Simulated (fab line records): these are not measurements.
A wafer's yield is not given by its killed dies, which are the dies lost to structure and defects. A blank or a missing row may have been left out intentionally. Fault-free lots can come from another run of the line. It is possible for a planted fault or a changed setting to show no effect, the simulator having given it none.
8D (eight disciplines) problem report, filled in by code ; flow rit-cmos ; the parts of the form that need people (team, actions taken, sign-off) are left out

1. WHAT IS WRONG
At RIT_ACTIVE_CD_MEAS_11, cd-nm averages 1338.2 nm over 6 wafers from 2 lots, while fault-free wafers read 1400.5 nm, standard deviation 2.6. That is -24 standard deviations from the usual mean.
The step: target cd 1400 nm.
Seen first at day 5 20:58 on cd-sem-02, wafer L465.4. The record holds 42 wafers of 14 lots with a number at this step. The rule behind "out" and "out of limits": a value lying over 4 standard deviations away from the usual mean. The rest of the wafers with a number are treated as sound.

2. WHAT IT IS AND WHAT IT IS NOT
question;is;is not
which readings at this step;cd-nm;-
which lots;L465, L466;L445, L449, L450, L453, L454, L455, L456, L457, L458, L460, L467, L468
which wafers of those lots;all that have a number;-
read on which gauges;cd-sem-02;cd-sem-01
when;from day 5 20:58;"up to then (30 sound wafers); but 6 sound wafers of L467, L468 came after"

3. WHAT RULES OUT EACH SUSPECT
Counting: any tool at a process step up to the reading is kept as a suspect provided that every lot that is out went through it and no sound lot did after the first of them.
- the gauge at RIT_ACTIVE_CD_MEAS_11: kept. All the wafers that are out were read on cd-sem-02, and no step on other tools shows them out.
- litho-track-03 at RIT_ACTIVE_COAT_06 (resist thk 1000 nm): kept. It ran every lot that is out, first L465 (day 5 20:16), and no sound lot after that; its last sound lot up to then is L460 (day 4 18:00).
After counting, litho-track-03 at RIT_ACTIVE_COAT_06 and cd-sem-02 at RIT_ACTIVE_CD_MEAS_11 remain.

4. THE CAUSE (what the simulator had put in)
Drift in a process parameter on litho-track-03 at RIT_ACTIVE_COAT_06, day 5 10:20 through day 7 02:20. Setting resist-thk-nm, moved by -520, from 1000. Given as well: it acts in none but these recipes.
Counting leaves 2 suspects; this tool is one of them.

5. SEQUENCE OF EFFECTS, ordered by route
Each row: a reading where the mean over the struck wafers with a number is more than 3 standard deviations away from the usual. Only readings for which the record gives a usual standard deviation are gone through. hours: the time from each lot's start at the first step in this table that gives one to its start at this step, as a median over the lots. sigmas: the change in usual standard deviations.
hours;step;reading;usual;on struck wafers;change;sigmas
0;RIT_ACTIVE_CD_MEAS_11;cd-nm;1400.5 nm;1338.2;-62.3;-24

6. WHAT WOULD HAVE CAUGHT IT SOONER
11 hours passed between the start of the fault at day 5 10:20 and the first reading out of limits at a measuring or inspecting step in this record, taken at day 5 20:58.
L466, from the lots that are out (2), started RIT_ACTIVE_COAT_06 on litho-track-03 later than day 5 20:58. It would have been spared by a hold on the tool at that moment.
